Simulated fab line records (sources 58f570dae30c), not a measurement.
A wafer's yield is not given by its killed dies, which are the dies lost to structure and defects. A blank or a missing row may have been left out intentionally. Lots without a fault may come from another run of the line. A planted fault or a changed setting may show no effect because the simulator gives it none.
Chamber matching ; flow berkeley-cmos170 ; cmp-02 running UCB170_V1_CMP_02: 4 sister chambers
The step polishes SiO2. 8 wafers are shown with their chamber, then 8 later ones without.

EACH WAFER AND ITS CHAMBER
wafer;chamber;motor-current-A (A);slurry-filter-dp-kPa (kPa)
L472.1;3;15.6;13.48
L477.3;0;15.9;13.74
L477.4;1;17.1;13.49
L477.6;1;18.2;13.16
L475.2;3;14.5;13.53
L475.3;0;15.5;13.46
L475.4;2;16.0;13.61
L482.1;2;16.5;13.72

WAFERS MISSING THEIR CHAMBER
wafer;motor-current-A (A);slurry-filter-dp-kPa (kPa)
L482.4;17.0;13.63
L482.6;17.6;13.58
L490.2;15.5;13.73
L490.3;18.1;13.56
L490.4;15.4;13.45
L489.3;14.8;13.22
L489.4;16.1;13.57
L489.5;16.2;13.51

EACH ONE'S CHAMBER
wafer;from the rows above;in truth
L482.4;can't be placed: 2 or 0 or 1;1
L482.6;can't be placed: 1 or 2 or 0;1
L490.2;can't be placed: 0 or 2 or 3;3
L490.3;can't be placed: 1 or 2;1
L490.4;can't be placed: 3 or 0 or 2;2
L489.3;can't be placed: 3 or 0 or 2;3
L489.4;can't be placed: 2 or 0 or 3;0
L489.5;can't be placed: 2 or 0 or 3 or 1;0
0 of 8 placed correctly. Not placeable from these rows: 8 (in 8, the candidates include the true chamber). Wrongly placed: 0.
How it was worked out, from the rows above alone: a wafer's distance from a chamber is the root of the sum, over the readings, of the square of ((its reading less the chamber's mean) divided by the reading's scatter). If the next closest chamber is less than 2 further off than the closest, the wafer can't be placed; otherwise it belongs to the closest. The mean given for a chamber averages the wafers shown for that chamber. The scatter is the square root of a quotient: the sum, over the shown wafers, of each reading's squared deviation from its chamber's mean, divided by wafers minus chambers.
